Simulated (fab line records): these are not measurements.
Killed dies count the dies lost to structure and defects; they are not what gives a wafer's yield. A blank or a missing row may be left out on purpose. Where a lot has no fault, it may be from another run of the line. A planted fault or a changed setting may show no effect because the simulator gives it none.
Comparing a struck lot with a sound one || flow berkeley cmos170 || 16 steps out of a route of 331
Sound: these wafers, L419.3, L419.4, L419.6. Wafers L427.2, L427.5, L427.6 were the ones struck. The cause comes at the end.
At each step with rows: each side's tool, then ch and its chambers, then its first start. Under that, the readings that differ: sound wafers || struck wafers || difference of the means || sigmas: that difference in standard deviations of wafers without a fault.
alike: readings with means less than 2 such deviations apart, plus words and numbers identical on both sides. not compared: withheld readings, readings lacking a value on some wafer, bounds such as >300 that could conceal the same value, and numbers that have no deviation in the record and whose values overlap.
Wherever a step has rows on one side only, a row that says differs or no value, or a row with sigmas, the two part there. Numbers that don't overlap but have no deviation are shown without sigmas and don't part them. A reading that every wafer of one side lacks parts them only if that side has two wafers or more.

UCB170_NWELL_THK_MEAS_02:
  sound on film metro-03 at day 2 23:09; struck on film metro-01 at day 4 20:02
  alike: NWELL_OXIDE_THK
then, 2 steps without rows for these wafers: UCB170_NWELL_ANNEAL_03 (time 900 s); UCB170_NWELL_CVD_04 (deposits Si3N4 from SiH2Cl2/NH3, target thk 224 nm, time 3360 s).
UCB170_NWELL_THK_MEAS_05:
  sound on film metro-01 at day 3 05:01; struck on film metro-02 at day 5 00:28
  alike: NWELL_NITRIDE_THK
then, 6 steps without rows for these wafers: UCB170_NWELL_HMDS_06 (prime time 60 s); UCB170_NWELL_COAT_07 (resist thk 900 nm); UCB170_NWELL_SOFTBAKE_08 (time 60 s); UCB170_NWELL_EXPOSE_09 (exposes mask NWELL, target cd 3000 nm); UCB170_NWELL_PEB_10; UCB170_NWELL_DEVELOP_11 (develop time 45 s).
UCB170_NWELL_OVL_MEAS_12:
  sound on overlay-02 at day 3 06:02; struck on overlay-02 at day 5 01:52
{"reading": "NWELL_OVL (nm)", "sound": "-9 -16 -5", "struck": "10 0 7", "difference": "+16", "sigmas": "+3"}
UCB170_NWELL_ETCH_13: etches Si3N4 in CH3F/Ar/O2, stops on SiO2, target depth 246.4 nm, time 154 s.
  sound on rie diel-03 ch 0,3, day 3 06:04; struck on rie diel-01 ch 1,2,3, day 5 01:53
  alike: O2_flow_sccm, drypump motor current A, oes product au, throttle valve pct
  not compared: rf hours counter h
UCB170_NWELL_IMPLANT_14:
  sound on implanter-02 ch 0, day 3 06:13; struck on implanter-03 ch 0, day 5 02:01
{"reading": "implant ion amu", "sound": "31 31 31", "struck": "11 11 11", "difference": -20, "sigmas": ""}
{"reading": "model.implant.rp nm (nm)", "sound": "189.2 189.2 189.2", "struck": "439.6 439.6 439.6", "difference": "+250.4", "sigmas": ""}
{"reading": "model.implant.drp nm (nm)", "sound": "62.72 62.72 62.72", "struck": "97.97 97.97 97.97", "difference": "+35.25", "sigmas": ""}
  alike: end station pressure torr, tilt deg
UCB170_NWELL_STRIP_15: strips in O2.
  sound on plasma asher-04 ch 0,1, day 3 06:21; struck on plasma asher-04 ch 0,1, day 5 02:08
{"reading": "strip time to endpoint s (s)", "sound": "18.00 18.00 18.07", "struck": "17.89 17.79 17.93", "difference": -0.15, "sigmas": -2}
  alike: drypump motor current A, oes product au
  not compared: rf hours counter h
UCB170_NWELL_TW_MEAS_16:
  sound on film metro-02 at day 3 06:26; struck on film metro-02 at day 5 02:15
{"reading": "NWELL_TW", "sound": "1237 1234 1238", "struck": "503 504 507", "difference": -732, "sigmas": -56}
then, 1 step without rows for these wafers: UCB170_NWELL_CLEAN_17 (cleans in SPM, time 600 s).

## WHERE THEY PART
Last at UCB170_NWELL_TW_MEAS_16 as far as this record goes, first at UCB170_NWELL_OVL_MEAS_12.

WHY: the cause the simulator had injected
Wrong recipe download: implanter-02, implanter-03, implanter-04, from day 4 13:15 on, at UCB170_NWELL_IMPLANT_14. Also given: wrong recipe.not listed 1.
